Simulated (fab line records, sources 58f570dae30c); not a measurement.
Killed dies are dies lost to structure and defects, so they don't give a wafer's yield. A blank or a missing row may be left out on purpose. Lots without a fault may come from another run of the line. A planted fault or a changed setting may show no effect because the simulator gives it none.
fab line records | flow berkeley_cmos170
record lots=5 wafers=15 last_day=11
route steps=331 shown NLDD@158 SPACER@171 PSD@175
lots that met no fault: from a run of the same line without faults
start_h: hours from the record's first day to the start of the lot's first wafer shown | wait_h: hours since the lot's step before | " the same as in the row above | L1.1+2: a row that stands for several wafers | - no value, or no start given | * or withheld: withheld | < > ~ a bound
route shown NAME@n: a module of which the file shows steps, and the number in the route of the first | usual: mean/standard deviation of fault-free wafers | same: alike in all rows | chamber/n: place in a boat | sites: the reading at each site | _std_site: their standard deviation | _edge_site: outer sites' mean less inner sites' | radius_mm: how far each site lies from the wafer's centre | mask NAME#n: copy n | behind: the tool/chamber that last shaped the wafer | hold: why the lot was held/for how many hours/how that ended | device: the transistor (n, p or np) that didn't switch | end of line: the same wafers' tests at the end of the route | a step without rows: its recipe alone | killed: dies lost to structure and defects at the first sort, not the wafer's yield | map: a wafer's dies, x killed, . not, _ none there
set.NAME: the setting as run; set.NAME@STEP: as run at that earlier step | model.NAME: the simulator's own value behind a step, which no gauge read
lots at some steps of the route; a table a step, a row a wafer
services: from which hour (start_h, from the record's first day; less than 0 if before it) a tool's chamber was out of use, for how many hours, and why
## steps
# step UCB170_NLDD_HMDS_00
# recipe prime_time_s=60 prime_temp_c=100
# same prime_time_s=60
# columns lot.wafer tool chamber start_h wait_h
L075.2+3+4 litho_track-01 0 142.01 0.0
L078.2+4+6 litho_track-01 0 161.60 0.4
L086.1+5+6 litho_track-04 0 181.59 0.4
L091.1+4+6 litho_track-02 0 204.65 0.1
L095.1+3+4 litho_track-04 0 223.25 0.2
# step UCB170_NLDD_COAT_01
# recipe resist=KrF spin_rpm=1500 resist_thk_nm=900
# usual dispense_pressure_kPa=50/5.2
# columns lot.wafer tool chamber start_h wait_h dispense_pressure_kPa
L075.2 litho_track-01 0 142.16 0.1 56
L075.3 " 0 " " 56
L075.4 " 0 " " 56
L078.2 litho_track-01 0 161.75 0.1 56
L078.4 " 0 " " 56
L078.6 " 0 " " 56
L086.1 litho_track-04 0 181.74 0.1 49
L086.5 " 0 " " 49
L086.6 " 0 " " 49
L091.1 litho_track-02 0 204.80 0.1 43
L091.4 " 0 " " 43
L091.6 " 0 " " 43
L095.1 litho_track-04 0 223.40 0.1 49
L095.3 " 0 " " 49
L095.4 " 0 " " 49
# step UCB170_NLDD_SOFTBAKE_02
# recipe resist=KrF temp_c=130 time_s=60
# columns lot.wafer tool chamber start_h wait_h
L075.2+3+4 litho_track-01 0 142.31 0.1
L078.2+4+6 litho_track-01 0 161.90 0.1
L086.1+5+6 litho_track-04 0 181.89 0.1
L091.1+4+6 litho_track-02 0 204.95 0.1
L095.1+3+4 litho_track-04 0 223.55 0.1
# step UCB170_NLDD_EXPOSE_03
# recipe mask_id=NSELECT na=0.5 sigma_outer=0.6 source_shape=conventional target_cd_nm=1200 dose_mj=30
# same na=0.5
# columns lot.wafer tool chamber start_h wait_h mask
L075.2+3+4 krf_scanner-02 0 142.45 0.1 NSELECT#0
L078.2+4+6 krf_scanner-01 0 162.05 0.1 NSELECT#0
L086.1+5+6 krf_scanner-02 0 182.20 0.3 NSELECT#0
L091.1+4+6 krf_scanner-01 0 205.10 0.1 NSELECT#0
L095.1+3+4 krf_scanner-02 0 223.70 0.1 NSELECT#0
# step UCB170_NLDD_PEB_04
# recipe peb_temp_c=130 peb_time_s=withheld resist=KrF
# columns lot.wafer tool chamber start_h wait_h
L075.2+3+4 litho_track-04 0 142.78 0.3
L078.2+4+6 litho_track-04 0 162.47 0.4
L086.1+5+6 litho_track-02 0 182.66 0.4
L091.1+4+6 litho_track-01 0 205.57 0.5
L095.1+3+4 litho_track-04 0 224.15 0.4
# step UCB170_NLDD_DEVELOP_05
# recipe developer=TMAH develop_time_s=45 resist=KrF dev_temp_c=21
# usual developer_temp_C=21.00/0.099
# same develop_time_s=45
# columns lot.wafer tool chamber start_h wait_h developer_temp_C
L075.2 litho_track-04 0 - - 20.90
L075.3 " 0 " " 20.90
L075.4 " 0 " " 21.08
L078.2 litho_track-04 0 - - 21.06
L078.4 " 0 " " 21.20
L078.6 " 0 " " 21.10
L086.1 litho_track-02 0 - - 21.13
L086.5 " 0 " " 20.93
L086.6 " 0 " " 21.00
L091.1 litho_track-01 0 - - 21.06
L091.4 " 0 " " 21.20
L091.6 " 0 " " 20.94
L095.1 litho_track-04 0 - - 20.90
L095.3 " 0 " " 21.03
L095.4 " 0 " " 20.98
# step UCB170_NLDD_CD_MEAS_06
# recipe target_cd_nm=1200
# usual cd_nm=1200.3/1.5
# columns lot.wafer tool chamber start_h wait_h cd_nm
L075.2 cd_sem-02 - 143.05 - 1202.2
L075.3 " - " " 1200.4
L075.4 " - " " 1202.3
L078.2 cd_sem-02 - 162.74 - 1198.9
L078.4 " - " " 1199.7
L078.6 " - " " 1200.0
L086.1 cd_sem-02 - 182.93 - 1199.2
L086.5 " - " " 1199.7
L086.6 " - " " 1199.3
L091.1 cd_sem-02 - 205.85 - 1202.0
L091.4 " - " " 1201.1
L091.6 " - " " 1202.0
L095.1 cd_sem-02 - 224.43 - 1202.3
L095.3 " - " " 1200.4
L095.4 " - " " 1200.2
# step UCB170_NLDD_OVL_MEAS_07
# usual NLDD_OVL=-2/6.5
# columns lot.wafer tool chamber start_h wait_h NLDD_OVL[nm]
L075.2 overlay-01 - 143.15 0.1 -7
L075.3 " - " " 0
L075.4 " - " " 1
L078.2 overlay-01 - 162.84 0.1 5
L078.4 " - " " -4
L078.6 " - " " -2
L086.1 overlay-02 - 183.05 0.1 1
L086.5 " - " " 0
L086.6 " - " " 9
L091.1 overlay-01 - 205.97 0.1 -6
L091.4 " - " " 3
L091.6 " - " " -2
L095.1 overlay-02 - 224.55 0.1 -6
L095.3 " - " " -2
L095.4 " - " " 0
# step UCB170_NLDD_IMPLANT_08
# recipe species=As dose_cm2=5e+13 energy_kev=29.44 tilt_deg=7 rotation_deg=0
# columns lot.wafer tool chamber start_h wait_h
L075.2+3+4 implanter-04 0 143.21 0.0
L078.2+4+6 implanter-04 0 162.90 0.0
L086.1+5+6 implanter-02 0 183.09 0.0
L091.1+4+6 implanter-01 0 206.00 0.0
L095.1+3+4 implanter-02 0 224.58 0.0
# step UCB170_NLDD_IMPLANT_09
# recipe species=As dose_cm2=5e+13 energy_kev=30 tilt_deg=7 rotation_deg=180
# columns lot.wafer tool chamber start_h wait_h
L075.2+3+4 implanter-04 0 143.36 0.1
L078.2+4+6 implanter-04 0 163.05 0.1
L086.1+5+6 implanter-02 0 183.24 0.1
L091.1+4+6 implanter-01 0 206.15 0.1
L095.1+3+4 implanter-02 0 224.73 0.1
# step UCB170_NLDD_STRIP_10
# recipe chemistry=O2 power_w=400 pressure_mtorr=3500 platen_temp_c=withheld o2_flow_sccm=400 overash_fraction=0.5
# usual drypump_motor_current_A=5.6/0.36 oes_product_au=0.734/0.0042 strip_time_to_endpoint_s=21.65/0.06
# columns lot.wafer tool chamber start_h wait_h drypump_motor_current_A oes_product_au rf_hours_counter_h strip_time_to_endpoint_s
L075.2 plasma_asher-03 1 143.48 0.1 5.1 0.736 36 21.69
L075.3 " 0 " " 5.3 0.736 - 21.56
L075.4 " 1 " " 5.1 0.738 - 21.55
L078.2 plasma_asher-03 1 163.17 0.1 5.1 0.739 38 21.72
L078.4 " 0 " " 5.3 0.727 - 21.65
L078.6 " 0 " " 5.3 0.733 - 21.69
L086.1 plasma_asher-01 1 183.39 0.1 5.9 0.732 44 21.60
L086.5 " 0 " " 5.5 0.734 - 21.60
L086.6 " 1 " " 5.9 0.737 - 21.71
L091.1 plasma_asher-03 1 206.30 0.1 5.1 0.730 43 21.77
L091.4 " 0 " " 5.3 0.730 - 21.77
L091.6 " 1 " " 5.1 0.729 - 21.73
L095.1 plasma_asher-04 0 224.88 0.1 6.1 0.734 56 21.61
L095.3 " 1 " " 5.8 0.733 - 21.55
L095.4 " 0 " " 6.1 0.736 - 21.57
# step UCB170_NLDD_TW_MEAS_11
# usual NLDD_TW=2207/20
# columns lot.wafer tool chamber start_h wait_h NLDD_TW
L075.2 film_metro-01 - 143.59 0.1 2202
L075.3 " - " " 2209
L075.4 " - " " 2197
L078.2 film_metro-01 - 163.28 0.1 2201
L078.4 " - " " 2210
L078.6 " - " " 2218
L086.1 film_metro-02 - 183.49 0.1 2230
L086.5 " - " " 2222
L086.6 " - " " 2226
L091.1 film_metro-01 - 206.40 0.1 2217
L091.4 " - " " 2220
L091.6 " - " " 2208
L095.1 film_metro-02 - 224.98 0.1 2179
L095.3 " - " " 2189
L095.4 " - " " 2183
# step UCB170_NLDD_CLEAN_12
# recipe chemistry=SPM temp_c=120 time_s=600
# columns lot.wafer tool chamber start_h wait_h
L075.2+3+4 wet_bench-01 0 143.64 0.0
L078.2+4+6 wet_bench-03 2 163.38 0.1
L086.1+5+6 wet_bench-03 0 183.57 0.1
L091.1+4+6 wet_bench-03 1 206.46 0.1
L095.1+3+4 wet_bench-01 0 225.31 0.3
# step UCB170_SPACER_CVD_00
# recipe material=SiO2 target_thk_nm=376 temp_c=390 precursor=TEOS/O2 time_s=47 rf_w=550 pressure_mtorr=9000
# usual heater_power_w=243/35 susceptor_temp_C=390.01/0.2
# columns lot.wafer tool chamber start_h wait_h heater_power_w susceptor_temp_C
L075.2 pecvd-04 0 143.82 0.0 213 389.91
L075.3 " 1 " " 267 390.25
L075.4 " 2 " " 176 390.03
L078.2 pecvd-04 2 163.55 0.0 199 389.90
L078.4 " 1 " " 236 390.19
L078.6 " 0 " " 226 390.06
L086.1 pecvd-03 2 183.78 0.0 259 389.88
L086.5 " 1 " " 294 390.29
L086.6 " 0 " " 275 390.09
L091.1 pecvd-02 1 206.64 0.0 198 390.06
L091.4 " 2 " " 286 389.99
L091.6 " 1 " " 216 390.31
L095.1 pecvd-02 0 225.69 0.0 259 389.95
L095.3 " 2 " " 224 389.97
L095.4 " 2 " " 246 390.25
# step UCB170_SPACER_THK_MEAS_01
# recipe reads=SiO2_of_SPACER_CVD_00
# usual SPACER_TEOS_THK=376/6
# columns lot.wafer tool chamber start_h wait_h SPACER_TEOS_THK[nm]
L075.2 film_metro-03 - 143.87 0.0 371
L075.3 " - " " 376
L075.4 " - " " 377
L078.2 film_metro-01 - 163.61 0.0 366
L078.4 " - " " 377
L078.6 " - " " 375
L086.1 film_metro-04 - 183.82 0.0 368
L086.5 " - " " 366
L086.6 " - " " 376
L091.1 film_metro-01 - 206.68 0.0 378
L091.4 " - " " 388
L091.6 " - " " 386
L095.1 film_metro-04 - 225.73 0.0 376
L095.3 " - " " 372
L095.4 " - " " 375
# step UCB170_SPACER_ANNEAL_02
# recipe temp_c=900 time_s=1800 ambient=N2
# usual zone_power_centre_pct=41/7.2
# columns lot.wafer tool chamber start_h wait_h zone_power_centre_pct
L075.2 furnace-04 0 144.16 0.3 55
L075.3 " 0 " " 55
L075.4 " 0 " " 55
L078.2 furnace-03 0 164.85 1.2 39
L078.4 " 0 " " 38
L078.6 " 0 " " 37
L086.1 furnace-03 0 185.40 1.6 38
L086.5 " 0 " " 38
L086.6 " 0 " " 38
L091.1 furnace-03 0 211.68 5.0 38
L091.4 " 0 " " 38
L091.6 " 0 " " 39
L095.1 furnace-02 0 226.20 0.5 37
L095.3 " 0 " " 36
L095.4 " 0 " " 37
# step UCB170_SPACER_ETCHBACK_03
# recipe stop_on=Si target=SiO2 chemistry=CHF3/CF4/Ar CHF3_flow_sccm=50 cf4_flow_sccm=10 Ar_flow_sccm=120 pressure_mtorr=200 rf_w=500 target_depth_a=3760 time_s=100
# usual drypump_motor_current_A=5.73/0.28 mfc_ar_sccm=119.9/0.38 oes_product_au=0.902/0.016 throttle_valve_pct=6.51/0.12
# columns lot.wafer tool chamber start_h wait_h drypump_motor_current_A mfc_ar_sccm oes_product_au rf_hours_counter_h throttle_valve_pct
L075.2 rie_diel-02 2 145.66 0.0 5.73 119.7 0.914 53 6.62
L075.3 " 1 " " 5.56 120.1 0.902 19 6.57
L075.4 " 3 " " 6.11 119.9 0.896 74 6.35
L078.2 rie_diel-04 3 166.35 0.0 6.44 120.5 0.860 140 6.28
L078.4 " 0 " " 5.57 120.4 0.902 13 6.51
L078.6 " 3 " " 6.42 119.9 0.882 - 6.28
L086.1 rie_diel-04 2 186.90 0.0 5.81 120.0 0.897 55 6.54
L086.5 " 1 " " 5.67 120.6 0.898 - 6.35
L086.6 " 2 " " 5.84 120.3 0.912 - 6.55
L091.1 rie_diel-02 3 213.18 0.0 6.14 119.3 0.898 77 6.36
L091.4 " 0 " " 5.52 120.3 0.919 77 6.60
L091.6 " 3 " " 6.14 119.9 0.915 - 6.36
L095.1 rie_diel-04 0 227.78 0.1 5.56 119.7 0.905 16 6.52
L095.3 " 1 " " 5.69 120.8 0.909 23 6.35
L095.4 " 0 " " 5.55 119.9 0.899 - 6.50
# step UCB170_PSD_HMDS_00
# recipe prime_time_s=60 prime_temp_c=100
# same prime_time_s=60
# columns lot.wafer tool chamber start_h wait_h
L075.2+3+4 litho_track-02 0 145.88 0.2
L078.2+4+6 litho_track-04 0 166.44 0.1
L086.1+5+6 litho_track-04 0 187.88 0.9
L091.1+4+6 litho_track-03 0 213.25 0.0
L095.1+3+4 litho_track-03 0 228.45 0.6
# step UCB170_PSD_COAT_01
# recipe resist=KrF spin_rpm=1500 resist_thk_nm=900
# usual dispense_pressure_kPa=47/3.5
# columns lot.wafer tool chamber start_h wait_h dispense_pressure_kPa
L075.2 litho_track-02 0 146.03 0.1 43
L075.3 " 0 " " 43
L075.4 " 0 " " 43
L078.2 litho_track-04 0 166.59 0.1 49
L078.4 " 0 " " 49
L078.6 " 0 " " 49
L086.1 litho_track-04 0 188.03 0.1 49
L086.5 " 0 " " 49
L086.6 " 0 " " 49
L091.1 litho_track-03 0 213.40 0.1 50
L091.4 " 0 " " 50
L091.6 " 0 " " 50
L095.1 litho_track-03 0 228.60 0.1 50
L095.3 " 0 " " 50
L095.4 " 0 " " 50
# step UCB170_PSD_SOFTBAKE_02
# recipe resist=KrF temp_c=130 time_s=60
# columns lot.wafer tool chamber start_h wait_h
L075.2+3+4 litho_track-02 0 146.18 0.1
L078.2+4+6 litho_track-04 0 166.74 0.1
L086.1+5+6 litho_track-04 0 188.18 0.1
L091.1+4+6 litho_track-03 0 213.55 0.1
L095.1+3+4 litho_track-03 0 228.75 0.1
# step UCB170_PSD_EXPOSE_03
# recipe mask_id=PSELECT_MOD na=0.5 sigma_outer=0.6 source_shape=conventional target_cd_nm=1200 dose_mj=30
# same na=0.5
# columns lot.wafer tool chamber start_h wait_h mask
L075.2+3+4 krf_scanner-02 0 146.51 0.3 PSELECT_MOD#0
L078.2+4+6 krf_scanner-01 0 167.25 0.5 PSELECT_MOD#0
L086.1+5+6 krf_scanner-02 0 188.68 0.5 PSELECT_MOD#0
L091.1+4+6 krf_scanner-01 0 214.06 0.5 PSELECT_MOD#0
L095.1+3+4 krf_scanner-01 0 229.17 0.4 PSELECT_MOD#0
# step UCB170_PSD_PEB_04
# recipe peb_temp_c=130 peb_time_s=withheld resist=KrF
# columns lot.wafer tool chamber start_h wait_h
L075.2+3+4 litho_track-02 0 147.05 0.5
L078.2+4+6 litho_track-04 0 167.38 0.1
L086.1+5+6 litho_track-04 0 189.68 1.0
L091.1+4+6 litho_track-02 0 214.17 0.1
L095.1+3+4 litho_track-02 0 229.80 0.6
# step UCB170_PSD_DEVELOP_05
# recipe developer=TMAH develop_time_s=45 resist=KrF dev_temp_c=21
# usual developer_temp_C=21.02/0.093
# same develop_time_s=45
# columns lot.wafer tool chamber start_h wait_h developer_temp_C
L075.2 litho_track-02 0 - - 20.93
L075.3 " 0 " " 21.00
L075.4 " 0 " " 20.99
L078.2 litho_track-04 0 - - 20.94
L078.4 " 0 " " 21.04
L078.6 " 0 " " 21.07
L086.1 litho_track-04 0 - - 20.87
L086.5 " 0 " " 20.94
L086.6 " 0 " " 21.07
L091.1 litho_track-02 0 - - 21.13
L091.4 " 0 " " 21.02
L091.6 " 0 " " 21.10
L095.1 litho_track-02 0 - - 20.93
L095.3 " 0 " " 21.07
L095.4 " 0 " " 21.04
## services
# columns tool chamber start_h hours kind
krf_scanner-02 - 124.41 0.8 pm
krf_scanner-02 - 129.46 1.0 repair
krf_scanner-01 0 129.47 - calibration
krf_scanner-02 - 129.86 9.8 repair
pecvd-03 - 135.50 14.0 pm
implanter-01 - 137.39 53.7 pm
pecvd-02 2 137.84 5.4 repair
plasma_asher-01 - 138.32 4.1 repair
krf_scanner-01 - 139.62 1.0 pm
krf_scanner-01 - 140.62 4.0 pm
plasma_asher-04 - 141.74 1.0 repair
furnace-02 - 143.91 3.6 pm
krf_scanner-01 - 155.28 1.3 pm
krf_scanner-02 - 161.38 1.0 pm
pecvd-02 - 163.17 1.9 repair
krf_scanner-01 - 174.56 4.4 pm
rie_diel-04 0 181.02 14.3 repair
krf_scanner-02 0 189.46 - calibration
implanter-02 - 199.10 3.2 pm
implanter-01 - 201.55 1.8 repair
furnace-03 - 203.15 4.3 pm
rie_diel-04 3 220.84 - clean
implanter-04 - 221.61 2.6 repair
krf_scanner-01 - 225.55 0.4 repair
## key
fault none
